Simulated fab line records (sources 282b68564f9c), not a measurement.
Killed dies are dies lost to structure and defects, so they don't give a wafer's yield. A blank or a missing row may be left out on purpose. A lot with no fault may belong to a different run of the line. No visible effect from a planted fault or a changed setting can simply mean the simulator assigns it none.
A struck lot beside a sound one	flow rit cmos	28 out of 202 route steps
Sound: the wafers L932.1, L932.4, L932.6. The struck wafers were L944.1, L944.3, L944.6. The cause comes at the end.
Each step with rows lists, per side, the tool, then ch with its chambers, then its first start. Under that, the readings that differ: sound wafers	struck wafers	difference of the means	sigmas: that difference in standard deviations of wafers without a fault.
alike: same words and numbers on both sides, and readings whose means sit less than 2 such deviations apart. not compared: any withheld reading, any reading some wafer has no value for, any bound like >300 that may hide the same value, and any number with overlapping values for which the record gives no deviation.
Wherever a step has rows on one side only, a row that says differs or no value, or a row with sigmas, the two part there. When numbers do not overlap yet have no deviation, they are printed without sigmas and do not part them. A reading missing from all wafers of one side parts the sides only when that side holds two or more wafers.

RIT_ACTIVE_BOW_MEAS_00:
  sound on film metro-02, day 1 10:00; struck on film metro-02, day 3 22:00
  alike: INCOMING_BOW
RIT_ACTIVE_OXIDATION_01: target thk 46.8 nm, ox time 3360 s.
  sound on furnace-04 ch 0, day 1 10:07; struck on furnace-04 ch 0, day 4 00:39
RIT_ACTIVE_THK_MEAS_02:
  sound on film metro-04, day 1 12:03; struck on film metro-02, day 4 02:35
reading	sound	struck	difference	sigmas
ACTIVE_OXIDE_THK (nm)	48.5 48.7 48.4	75.4 74.4 76.8	+27.0	+33
then, 1 step without rows for these wafers: RIT_ACTIVE_CVD_03 (deposits Si3N4 from SiH2Cl2/NH3, target thk 150 nm, time 1500 s).
RIT_ACTIVE_THK_MEAS_04:
  sound on film metro-04, day 1 13:32; struck on film metro-03, day 4 04:35
  alike: ACTIVE_NITRIDE_THK
then, 6 steps without rows for these wafers: RIT_ACTIVE_HMDS_05 (prime time 60 s); RIT_ACTIVE_COAT_06 (resist thk 1000 nm); RIT_ACTIVE_SOFTBAKE_07 (time 60 s); RIT_ACTIVE_EXPOSE_08 (exposes mask M1, target cd 1400 nm); RIT_ACTIVE_PEB_09; RIT_ACTIVE_DEVELOP_10 (develop time 50 s).
RIT_ACTIVE_CD_MEAS_11 targets a cd of 1400 nm.
  sound on cd sem-01, day 1 14:26; struck on cd sem-02, day 4 05:43
  alike: cd nm
then, 1 step without rows for these wafers: RIT_ACTIVE_HARDBAKE_12 (time 60 s).
RIT_ACTIVE_ETCH_13: etches Si3N4 in SF6, stops on SiO2, time 210 s, target depth 210 nm.
  sound on rie diel-01 ch 0,2, day 1 14:43; struck on rie diel-01 ch 0,2, day 4 05:59
reading	sound	struck	difference	sigmas
model.SiO2_of_ACTIVE_OXIDATION_01.thk nm (nm)	47.21 47.22 47.16	74.14 72.92 75.54	+27.00	
  alike: drypump motor current A, oes product au, rf fwd power W, throttle valve pct
  not compared: rf hours counter h
RIT_ACTIVE_STRIP_14: strips in O2, time 180 s.
  sound on plasma asher-01 ch 0, day 1 14:50; struck on plasma asher-01 ch 1, day 4 06:07
reading	sound	struck	difference	sigmas
drypump motor current A (A)	6.4 6.4 6.4	5.2 5.2 5.2	-1.2	-3
  not compared: rf hours counter h
RIT_ACTIVE_CD_MEAS_90 targets a cd of 1400 nm.
  sound on cd sem-02, day 1 15:01; struck on cd sem-01, day 4 06:18
  alike: cd nm
then, 4 steps without rows for these wafers: RIT_ACTIVE_CLEAN_15 (cleans in SC1, time 600 s); RIT_ACTIVE_CLEAN_16 (cleans in dHF, time 30 s); RIT_ACTIVE_CLEAN_17 (cleans in SC2, time 600 s); RIT_FOX1_OXIDATION_00 (target thk 350.7 nm, ox time 1130 s).
RIT_FOX1_THK_MEAS_01:
  sound on film metro-02, day 1 16:49; struck on film metro-01, day 4 08:06
  alike: FOX1_OXIDE_THK
then, 2 steps without rows for these wafers: RIT_FOX1_WET_ETCH_02 (etches SiO2 in BOE, target depth 350 nm, time 390 s); RIT_FOX2_OXIDATION_00 (target thk 350.7 nm, ox time 1130 s).
RIT_FOX2_THK_MEAS_01:
  sound on film metro-01, day 1 18:19; struck on film metro-01, day 4 11:22
  alike: FOX2_OXIDE_THK
then, 1 step without rows for these wafers: RIT_FOX2_CLEAN_02 (cleans in dHF, time 174 s).
RIT_FOX2_WET_ETCH_03: etches Si3N4 in H3PO4, target depth 195 nm, time 2700 s.
  sound on wet bench-04 ch 2, day 1 18:26; struck on wet bench-01 ch 2, day 4 11:29
reading	sound	struck	difference	sigmas
model.SiO2_of_ACTIVE_OXIDATION_01.thk nm (nm)	42.08 42.06 42.02	65.93 64.82 67.22	+23.94	
RIT_FOX2_THK_MEAS_90:
  sound on film metro-01, day 1 19:11; struck on film metro-03, day 4 12:19
  alike: FIELD_OXIDE_LEFT_1_THK
RIT_M1_PROBE_99:
  sound on prober-01, day 3 08:43; struck on prober-01, day 6 04:22
reading	sound	struck	difference	sigmas
killed dies	8 12 13	4 4 7	-6	-2
killed open	5 9 6	1 2 3	-5	-2
  alike: killed_at_M0_to_M3, killed at contacts, killed at front end, killed short

## WHERE THEY PART
At RIT_ACTIVE_THK_MEAS_02 first; at RIT_M1_PROBE_99 last (within this record only).

WHY: whatever the simulator had introduced
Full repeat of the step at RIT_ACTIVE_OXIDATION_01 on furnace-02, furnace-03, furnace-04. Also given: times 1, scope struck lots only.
